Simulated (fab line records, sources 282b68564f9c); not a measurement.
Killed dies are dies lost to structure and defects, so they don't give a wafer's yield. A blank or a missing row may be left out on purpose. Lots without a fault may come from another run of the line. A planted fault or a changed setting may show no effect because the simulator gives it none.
Which tool did it? | flow rit_cmos | 15 lots, 45 wafers sampled, at 1 step of a route of 202

WHAT THE GAUGES READ, wafer by wafer
The record holds no reading of a measuring or inspecting step that can be judged against a usual standard deviation.

WHICH TOOL RAN EACH LOT (tool, then ch and the chambers of the sampled wafers, then the start)
lot  | RIT_PSD_EXPOSE_03
L949 | iline_stepper-02 ch 0, day 4 11:53
L950 | iline_stepper-01 ch 0, day 4 17:11
L951 | iline_stepper-02 ch 0, day 4 20:02
L956 | iline_stepper-02 ch 0, day 5 17:18
L957 | iline_stepper-01, day 5 22:57
L958 | iline_stepper-02, day 6 03:17
L959 | iline_stepper-01, day 6 04:42
L961 | iline_stepper-01 ch 0, day 6 13:23
L962 | iline_stepper-01 ch 0, day 6 16:20
L963 | iline_stepper-01 ch 0, day 7 03:50
L964 | iline_stepper-01 ch 0, day 7 05:11
L965 | iline_stepper-01 ch 0, day 7 07:13
L966 | iline_stepper-01 ch 0, day 7 11:50
L967 | iline_stepper-01 ch 0, day 7 20:53
L968 | iline_stepper-01 ch 0, day 8 02:40
- RIT_PSD_EXPOSE_03: exposes mask M10, target cd 40900 nm.

WHAT THE TOOLS THEMSELVES READ (means of the sampled wafers that have a number; where no wafer has one, the mark that the record gives instead)
RIT_PSD_EXPOSE_03. Usual: exposure_dose_mJ_cm2 250.03, standard deviation 0.25; focus_offset_nm -0.1 nm, standard deviation 0.64.
lot  | tool             | exposure_dose_mJ_cm2 | focus_offset_nm (nm) | flag
L949 | iline_stepper-02 | 250.00               | 0.6                  |
L950 | iline_stepper-01 | 250.36               | -0.1                 |
L951 | iline_stepper-02 | 250.05               | -0.3                 |
L956 | iline_stepper-02 | 249.92               | 0.2                  |
L957 | iline_stepper-01 | -                    | -                    | OFF
L958 | iline_stepper-02 | -                    | -                    | OFF
L959 | iline_stepper-01 | -                    | -                    | OFF
L961 | iline_stepper-01 | 249.76               | -0.0                 |
L962 | iline_stepper-01 | 250.13               | 0.3                  |
L963 | iline_stepper-01 | 250.12               | -0.5                 |
L964 | iline_stepper-01 | 249.87               | -0.1                 |
L965 | iline_stepper-01 | 250.30               | 0.2                  |
L966 | iline_stepper-01 | 250.19               | -0.4                 |
L967 | iline_stepper-01 | 250.02               | 1.2                  |
L968 | iline_stepper-01 | 250.35               | -0.3                 |

THE ANSWER, worked out from the rows above alone
Rule: a lot is off if the mean of its wafers that have a number lies more than 3 standard deviations from the usual mean. A lot without any number at a reading at which 4 lots or more have one is off too. The other lots that the step has rows for count as sound. The gauges are gone through in route order, then the tools' own readings, and for those a lot's mean is taken as printed above. The first step at which some lot is off is used, and at that step the reading that is off furthest; a lot without a number counts as furthest.
Off: L957, L958, L959, at RIT_PSD_EXPOSE_03 (exposure_dose_mJ_cm2). Without a number there: L957, L958, L959.
A tool fits if, at that step or a process step before it, it ran every lot that is off, and no sound lot after the first of them. None of those tried fits.

WHAT THE SIMULATOR HAD PUT IN
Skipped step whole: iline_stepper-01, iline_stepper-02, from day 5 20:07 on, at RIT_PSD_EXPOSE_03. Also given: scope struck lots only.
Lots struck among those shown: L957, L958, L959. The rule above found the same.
